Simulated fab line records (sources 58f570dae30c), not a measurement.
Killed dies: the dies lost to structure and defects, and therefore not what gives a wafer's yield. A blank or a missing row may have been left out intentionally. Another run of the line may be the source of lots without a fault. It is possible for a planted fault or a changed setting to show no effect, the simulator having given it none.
The same fault as seen by 2 desks / flow berkeley_cmos170 / what lay behind the numbers comes last; until then each desk has only its own

THE METROLOGY DESK
Lot by lot, what the gauges showed, no matter which tool ran the lot: averages of those sampled wafers that carry a number. Marked OUT: a lot whose mean sits more than 4 standard deviations from the usual mean, which makes it out of limits; the brackets give that distance.
Columns: A = ACTIVE_OXIDE_THK at UCB170_ACTIVE_THK_MEAS_03, usual 26.1 nm; B = ACTIVE_NITRIDE_THK at UCB170_ACTIVE_THK_MEAS_06, usual 219.7 nm; C = cd_nm at UCB170_ACTIVE_CD_MEAS_13, usual 1200.1 nm; D = ACTIVE_OVL at UCB170_ACTIVE_OVL_MEAS_14, usual 4 nm; E = cd_nm at UCB170_ACTIVE_CD_MEAS_90, usual 1200.1 nm; F = PFIELD_OVL at UCB170_PFIELD_OVL_MEAS_06, usual 2 nm; G = PFIELD_TW at UCB170_PFIELD_TW_MEAS_09, usual 597
lot=L423; first seen here=day 5 00:36; A=25.6; B=219.5; C=1201.0; D=2; E=1201.1; F=1; G=597
lot=L428; first seen here=day 6 02:28; A=26.1; B=218.6; C=1199.1; D=9; E=1199.1; F=9; G=591
lot=L432; first seen here=day 6 22:02; A=26.2; B=219.1; C=1199.6; D=3; E=1199.4; F=-3; G=595
lot=L435; first seen here=day 7 07:29; A=25.5; B=221.1; C=1201.9; D=3; E=1201.8; F=-2; G=601
lot=L437; first seen here=day 7 07:34; A=26.8; B=220.8; C=1198.2; D=2; E=1198.3; F=6; G=592
lot=L444; first seen here=day 9 01:18; A=25.5; B=222.6; C=1202.3; D=3; E=1202.2; F=8; G=599
This desk found nothing out of limits on any of the 6 lots.

TOOL OWNER'S DESK, rie_diel-02
The tool's own readings at UCB170_ACTIVE_ETCH_15 (etches Si3N4 in CH3F/Ar/O2, stops on SiO2, target depth 242 nm, time 151 s): means of the sampled wafers that have a number, for each lot that ran on this tool. Marked OUT: a lot whose mean sits more than 4 standard deviations from the usual mean, which makes it out of limits; the brackets give that distance.
Columns: A = O2_flow_sccm at UCB170_ACTIVE_ETCH_15, usual 7.000 sccm; B = chamber_pressure_mTorr at UCB170_ACTIVE_ETCH_15, usual 50.00 mTorr; C = drypump_motor_current_A at UCB170_ACTIVE_ETCH_15, usual 5.7 A; D = oes_product_au at UCB170_ACTIVE_ETCH_15, usual 0.936 a.u.; E = throttle_valve_pct at UCB170_ACTIVE_ETCH_15, usual 8.00 %
lot=L423; first seen here=day 5 10:03; A=6.994; B=50.03; C=5.8; D=0.939; E=7.95
lot=L432; first seen here=day 7 07:29; A=7.001; B=49.99; C=5.6; D=0.933; E=8.04
lot=L437; first seen here=day 7 17:04; A=6.982; B=49.99; C=5.8; D=0.929; E=7.91
This desk found nothing out of limits on any of the 3 lots.

TAKEN TOGETHER
The metrology desk saw nothing out of limits.
The desk of the tool owner found nothing out of limits.

WHAT HAD BEEN PUT IN BY THE SIMULATOR
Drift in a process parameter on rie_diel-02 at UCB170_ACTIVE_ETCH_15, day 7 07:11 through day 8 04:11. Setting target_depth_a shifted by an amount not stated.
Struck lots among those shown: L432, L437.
